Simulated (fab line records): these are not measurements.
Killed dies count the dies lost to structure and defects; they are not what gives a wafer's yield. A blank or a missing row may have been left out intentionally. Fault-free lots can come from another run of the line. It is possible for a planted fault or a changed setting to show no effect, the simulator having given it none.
Chamber matching	flow berkeleyCmos170	UCB170_V2_CVD_00 on pecvd-01: 3 sister chambers
The step deposits SiO2 from TEOS/O2, target thk 2000 nm, time 250 s. 16 wafers are shown with their chamber, then 8 later ones without.

== WAFERS WITH THEIR CHAMBER ==
wafer	chamber	heaterPowerW (W)
L810.1	1	309
L810.3	2	280
L810.5	1	220
L812.3	0	272
L812.4	1	314
L812.6	0	337
L816.2	1	282
L816.3	2	264
L816.4	0	239
L820.1	2	285
L820.4	1	304
L820.6	2	195
L817.1	2	265
L817.3	0	274
L817.6	0	332
L828.1	0	351

SIGNATURES (means of the wafers above)
reading	chamber 0	chamber 1	chamber 2	scatter within a chamber
heaterPowerW	300.83	285.80	257.80	40.6
Rule: for a wafer and a chamber, the distance is found by dividing, reading by reading, the gap between the wafer's reading and the chamber's mean by the reading's scatter, squaring, summing and taking the root. The wafer belongs to the nearest chamber; if the next one is less than 2 further off, it can't be placed. The scatter: take each reading less its chamber's mean, square it, sum over the shown wafers, divide by the number of wafers less the number of chambers, and take the root.

== WAFERS WHOSE CHAMBER IS MISSING ==
wafer	heaterPowerW (W)
L828.2	241
L828.5	194
L831.1	328
L831.2	272
L831.4	251
L832.1	268
L832.3	280
L832.5	241

== THE CHAMBER EACH PASSED THROUGH ==
wafer	from the rows above	in truth
L828.2	can't be placed: 2 or 1 or 0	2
L828.5	can't be placed: 2 or 1 or 0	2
L831.1	can't be placed: 0 or 1 or 2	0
L831.2	can't be placed: 1 or 2 or 0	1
L831.4	can't be placed: 2 or 1 or 0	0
L832.1	can't be placed: 2 or 1 or 0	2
L832.3	can't be placed: 1 or 0 or 2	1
L832.5	can't be placed: 2 or 1 or 0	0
Correctly placed: 0 of 8. Unplaceable from these rows: 8, with the true chamber sitting among the candidates in 8. Number placed wrongly: 0.
